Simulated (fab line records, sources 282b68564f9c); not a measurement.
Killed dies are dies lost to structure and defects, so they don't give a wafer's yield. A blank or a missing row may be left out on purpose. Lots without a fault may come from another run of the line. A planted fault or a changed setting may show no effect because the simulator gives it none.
Which tool did it? | flow rit_cmos | 13 lots, 39 wafers sampled, at 4 steps of a route of 202

WHAT THE GAUGES READ, wafer by wafer
RIT_CONTACT_OVL_MEAS_09.
lot  | measured    | on         | CONTACT_OVL (nm)
L961 | day 3 06:19 | overlay-02 | 1.2 0.8 2.3
L962 | day 3 10:43 | overlay-02 | -1.8 -2.0 -1.5
L963 | day 3 17:59 | overlay-02 | -0.3 -0.6 -0.2
L964 | day 4 00:07 | overlay-02 | -0.5 -1.2 -0.6
L965 | day 4 05:45 | overlay-01 | 0.4 0.3 -0.5
L966 | day 4 07:35 | overlay-01 | -0.6 1.0 1.6
L969 | day 4 22:47 | overlay-01 | 1.6 1.5 1.9
L972 | day 5 17:33 | overlay-02 | 0.6 1.8 1.9
L973 | day 5 19:35 | overlay-02 | -1.0 0.3 -0.7
L977 | day 6 14:22 | overlay-02 | 0.2 0.0 0.0
L978 | day 6 18:13 | overlay-02 | 1.1 0.1 1.3
L983 | day 8 00:14 | overlay-02 | 1.3 1.7 0.9
L984 | day 8 08:49 | overlay-01 | 0.5 0.4 1.4

RIT_M1_OVL_MEAS_10.
lot  | measured    | on         | M1_OVL (nm)
L961 | day 3 08:56 | overlay-01 | 0.6 1.0 -0.2
L962 | day 3 13:21 | overlay-02 | 1.7 1.2 0.1
L963 | day 3 20:29 | overlay-02 | 1.9 2.0 1.1
L964 | day 4 02:44 | overlay-01 | -2.4 -1.5 -1.6
L965 | day 4 08:26 | overlay-01 | 0.0 -0.2 -0.7
L966 | day 4 10:05 | overlay-01 | 0.3 1.2 2.3
L969 | day 5 01:17 | overlay-02 | 1.5 1.0 1.2
L972 | day 5 20:11 | overlay-02 | -0.7 -1.9 -0.7
L973 | day 5 22:35 | overlay-02 | 1.0 1.6 0.8
L977 | day 6 17:00 | overlay-02 | 0.8 -0.6 -0.1
L978 | day 6 20:51 | overlay-02 | -1.0 -1.7 -2.0
L983 | day 8 02:44 | overlay-01 | 0.1 -1.0 0.3
L984 | day 8 11:25 | overlay-02 | -0.1 1.6 1.8

WHICH TOOL RAN EACH LOT (tool, then ch and the chambers of the sampled wafers, then the start)
lot  | RIT_ACTIVE_CLEAN_17            | RIT_NSD_STRIP_09
L961 | wet_bench-04 ch 0, day 1 15:20 | plasma_asher-03 ch 0,1, day 3 02:00
L962 | wet_bench-03 ch 0, day 1 21:21 | plasma_asher-03 ch 0,1, day 3 06:09
L963 | wet_bench-04 ch 2, day 2 01:31 | plasma_asher-04 ch 0,1, day 3 13:35
L964 | wet_bench-02 ch 0, day 2 07:22 | plasma_asher-03 ch 0,1, day 3 19:42
L965 | wet_bench-04 ch 0, day 2 14:47 | plasma_asher-04 ch 0,1, day 4 01:11
L966 | wet_bench-04 ch 2, day 2 16:47 | plasma_asher-02 ch 0,1, day 4 03:07
L969 | wet_bench-04 ch 0, day 3 07:29 | plasma_asher-02 ch 0,1, day 4 17:58
L972 | wet_bench-02 ch 1, day 3 23:23 | plasma_asher-02 ch 0,1, day 5 08:35
L973 | wet_bench-02 ch 2, day 4 04:41 | plasma_asher-04 ch 0, day 5 14:55
L977 | wet_bench-04 ch 2, day 5 00:05 | plasma_asher-02 ch 0,1, day 6 09:57
L978 | wet_bench-02 ch 3, day 5 06:07 | plasma_asher-03 ch 0,1, day 6 13:43
L983 | wet_bench-02 ch 2, day 6 05:31 | plasma_asher-03 ch 0,1, day 7 19:56
L984 | wet_bench-03 ch 0, day 6 11:17 | plasma_asher-03 ch 0,1, day 8 04:22
- RIT_ACTIVE_CLEAN_17: cleans in SC2, time 600 s.
- RIT_NSD_STRIP_09: strips in O2, time 180 s.

WHAT THE TOOLS THEMSELVES READ (means of the sampled wafers that have a number; where no wafer has one, the mark that the record gives instead)
RIT_ACTIVE_CLEAN_17.
lot  | tool         | bath_guard_temp_C (C)
L961 | wet_bench-04 | 74.5
L962 | wet_bench-03 | 74.7
L963 | wet_bench-04 | 74.6
L964 | wet_bench-02 | 75.5
L965 | wet_bench-04 | 74.4
L966 | wet_bench-04 | 74.5
L969 | wet_bench-04 | 74.7
L972 | wet_bench-02 | 75.2
L973 | wet_bench-02 | 75.8
L977 | wet_bench-04 | 74.7
L978 | wet_bench-02 | 75.0
L983 | wet_bench-02 | 75.6
L984 | wet_bench-03 | 74.2

RIT_NSD_STRIP_09.
lot  | tool            | chamber_pressure_mTorr (mTorr) | drypump_motor_current_A (A)
L961 | plasma_asher-03 | 4001                           | 6.4
L962 | plasma_asher-03 | 3999                           | 6.5
L963 | plasma_asher-04 | 3998                           | 6.0
L964 | plasma_asher-03 | 3998                           | 6.3
L965 | plasma_asher-04 | 4001                           | 5.6
L966 | plasma_asher-02 | 4000                           | 5.6
L969 | plasma_asher-02 | 4003                           | 5.2
L972 | plasma_asher-02 | 4001                           | 5.2
L973 | plasma_asher-04 | 4000                           | 6.3
L977 | plasma_asher-02 | 3998                           | 5.2
L978 | plasma_asher-03 | 3997                           | 6.4
L983 | plasma_asher-03 | 3999                           | 6.4
L984 | plasma_asher-03 | 4002                           | 6.3

THE ANSWER, worked out from the rows above alone
Rule: what is usual is taken from the lots themselves. Put in order of their means at a reading, lots are off if they are a third of the lots or fewer, leave a main group of 4 or more, and stand apart from it by a gap of 3 or more times the standard deviation of the main group's means; of several such gaps the widest counts. A main group whose means are all the same, to the digits that the tables above print for the reading, isn't used. A lot without any number at a reading at which 4 lots or more have one is off too. The other lots that the step has rows for count as sound. The gauges are gone through in route order, then the tools' own readings, and for those a lot's mean is taken as printed above. The first step at which some lot is off is used, and at that step the reading that is off furthest; a lot without a number counts as furthest.
No lot is off at any reading shown: from this, nothing can be told.

WHAT THE SIMULATOR HAD PUT IN
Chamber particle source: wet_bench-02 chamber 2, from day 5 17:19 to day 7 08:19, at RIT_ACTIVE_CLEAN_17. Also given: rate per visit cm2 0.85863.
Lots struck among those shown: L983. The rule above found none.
